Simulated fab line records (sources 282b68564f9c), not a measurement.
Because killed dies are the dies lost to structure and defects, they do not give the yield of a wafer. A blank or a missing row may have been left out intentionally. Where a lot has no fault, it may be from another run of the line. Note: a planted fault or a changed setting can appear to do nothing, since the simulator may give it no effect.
Which of the tools did it? || flow rit-cmos || 6 lots with 18 wafers sampled at 3 steps, on a route of 202 steps

== WHAT THE GAUGES SHOWED, per wafer ==
RIT_CONTACT_CD_MEAS_08: target cd 1000 nm.
{"lot": "L453", "measured": "day 3 08:14", "on": "cd-sem-02", "cd-nm (nm)": "1002.9 1004.3 1001.4"}
{"lot": "L457", "measured": "day 4 05:14", "on": "cd-sem-01", "cd-nm (nm)": "1000.1 1001.4 1003.4"}
{"lot": "L460", "measured": "day 4 21:14", "on": "cd-sem-01", "cd-nm (nm)": "1002.4 1004.5 1004.5"}
{"lot": "L463", "measured": "day 5 11:47", "on": "cd-sem-02", "cd-nm (nm)": "1001.8 1000.7 998.4"}
{"lot": "L468", "measured": "day 6 11:38", "on": "cd-sem-02", "cd-nm (nm)": "1000.6 998.3 1000.9"}
{"lot": "L474", "measured": "day 7 20:43", "on": "cd-sem-02", "cd-nm (nm)": "1000.6 999.9 1000.7"}

== WHAT TOOL EACH LOT RAN ON (gives the tool, then ch and the chambers of the sampled wafers, and finally the start) ==
{"lot": "L453", "RIT_REOX_CLEAN_00": "wet-bench-04 ch 3, day 2 18:08", "RIT_NSD_STRIP_09": "plasma-asher-04 ch 0,1, day 3 03:42"}
{"lot": "L457", "RIT_REOX_CLEAN_00": "wet-bench-02 ch 1, day 3 14:25", "RIT_NSD_STRIP_09": "plasma-asher-04 ch 0,1, day 4 00:53"}
{"lot": "L460", "RIT_REOX_CLEAN_00": "wet-bench-03 ch 3, day 4 06:13", "RIT_NSD_STRIP_09": "plasma-asher-03 ch 0,1, day 4 16:44"}
{"lot": "L463", "RIT_REOX_CLEAN_00": "wet-bench-03 ch 3, day 4 21:49", "RIT_NSD_STRIP_09": "plasma-asher-02 ch 0,1, day 5 07:29"}
{"lot": "L468", "RIT_REOX_CLEAN_00": "wet-bench-02 ch 3, day 5 21:16", "RIT_NSD_STRIP_09": "plasma-asher-04 ch 0,1, day 6 07:20"}
{"lot": "L474", "RIT_REOX_CLEAN_00": "wet-bench-02 ch 3, day 7 06:01", "RIT_NSD_STRIP_09": "plasma-asher-04 ch 0,1, day 7 16:20"}
- RIT_REOX_CLEAN_00: cleans in SC1, time 600 s.
- RIT_NSD_STRIP_09: strips in O2, time 180 s.

== THE ANSWER, worked out from the rows above alone ==
Rule: what is usual is taken from the lots themselves. Put in order of their means at a reading, lots are off if they are a third of the lots or fewer, leave a main group of 4 or more, and stand apart from it by a gap of 3 or more times the standard deviation of the main group's means; of several such gaps the widest counts. Not used: any main group whose means are identical at the precision the tables above print for the reading. A lot without any number at a reading at which 4 lots or more have one is off too. Where the step has rows for the other lots, those lots are counted as sound.
Nothing can be told from this: no lot is off at any reading shown.

== WHAT WAS PUT IN BY THE SIMULATOR ==
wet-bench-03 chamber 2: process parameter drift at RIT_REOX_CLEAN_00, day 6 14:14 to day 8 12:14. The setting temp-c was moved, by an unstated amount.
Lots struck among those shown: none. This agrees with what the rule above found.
